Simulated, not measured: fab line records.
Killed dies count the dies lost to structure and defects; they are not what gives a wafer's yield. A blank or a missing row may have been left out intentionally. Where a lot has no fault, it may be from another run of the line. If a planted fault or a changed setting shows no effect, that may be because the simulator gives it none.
Problem report in the 8D (eight disciplines) form, filled by code || flow berkeley cmos170 || the parts of the form that need people (team, actions taken, sign-off) are left out

== 1. WHAT IS WRONG ==
Wafers free of any fault read 26.1 ohm/sq (standard deviation 0.33) for SILICIDE_TI_RS at UCB170_SILICIDE_RS_MEAS_02, against a mean of 21.5 ohm/sq on 4 wafers of 2 lots. Measured from the usual mean, that is -14 standard deviations.
The step: measures by four-point-probe.
Earliest sighting: wafer L989.2 on film metro-02 at day 9 17:10. Wafers with a number at this step in the record: 42, from 14 lots. The rule behind "out" and "out of limits": a value lying over 4 standard deviations away from the usual mean. Any other wafer with a number is counted as sound.

== 2. WHAT IT IS, AND WHAT IT ISN'T ==
{"question": "which readings at this step", "is": "SILICIDE_TI_RS", "is not": "-"}
{"question": "which lots", "is": "L989, L990", "is not": "L977, L979, L980, L981, L982, L983, L984, L985, L994, L995, L996, L999"}
{"question": "which wafers of those lots", "is": "L989.2, L989.4, L990.1, L990.6", "is not": "L989.1, L990.3"}
{"question": "read on which gauges", "is": "film metro-02", "is not": "film metro-01, film metro-03"}
{"question": "when", "is": "from day 9 17:10", "is not": "up to then (25 sound wafers); but 13 sound wafers of L990, L994, L995, L996, L999 came after"}

== 3. WHAT RULES OUT EACH SUSPECT ==
Counting: any tool at a process step up to the reading remains a suspect provided it ran every lot that is out. Sound lots after the first of them don't rule it out here, since some wafers of a struck lot are sound.
- the gauge at UCB170_SILICIDE_RS_MEAS_02: kept. All the wafers that are out were read on film metro-02, and no step on other tools shows them out.
- pvd sputter-04 at UCB170_SILICIDE_SPUTTER_01 (material Ti, target thk 30 nm, time 25 s): kept. Ran every lot that is out, first one L989 (day 9 17:08); last sound lot up to then L981 (day 8 09:32).
Left after counting: pvd sputter-04 at UCB170_SILICIDE_SPUTTER_01, film metro-02 at UCB170_SILICIDE_RS_MEAS_02.

== 4. THE CAUSE (what the simulator had put in) ==
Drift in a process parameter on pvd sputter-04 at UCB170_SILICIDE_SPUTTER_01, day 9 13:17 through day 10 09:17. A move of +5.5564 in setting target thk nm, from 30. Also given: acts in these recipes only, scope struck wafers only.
This tool is one of the 2 suspects left after counting.

== 5. SEQUENCE OF EFFECTS, ordered by route ==
One row per reading whose mean, taken over the struck wafers that have a number, lies over 3 standard deviations from the usual. Only readings whose record carries a usual standard deviation are examined. hours: median over the lots of the time between each lot's start at the first step of this table that gives one and its start at this step. sigmas: the change, counted in usual standard deviations.
{"hours": 0, "step": "UCB170_SILICIDE_RS_MEAS_02", "reading": "SILICIDE_TI_RS", "usual": "26.1 ohm/sq", "on struck wafers": 21.5, "change": -4.6, "sigmas": -14}
{"hours": 0, "step": "UCB170_SILICIDE_THK_MEAS_03", "reading": "SILICIDE_TI_THK", "usual": "30.1 nm", "on struck wafers": 35.5, "change": "+5.4", "sigmas": "+16"}

== 6. WHAT WOULD HAVE CAUGHT IT SOONER ==
In this record the first reading out of limits at a measuring or inspecting step was taken at day 9 17:10, 4 hours after the fault began at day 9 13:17.
No tool reading at UCB170_SILICIDE_SPUTTER_01 that has a usual standard deviation in the record was out on any struck wafer, so an alarm limit of 4 standard deviations on those readings would not have fired.
L990, from the lots that are out (2), started UCB170_SILICIDE_SPUTTER_01 on pvd sputter-04 later than day 9 17:10. Putting the tool on hold at that point would have spared it.
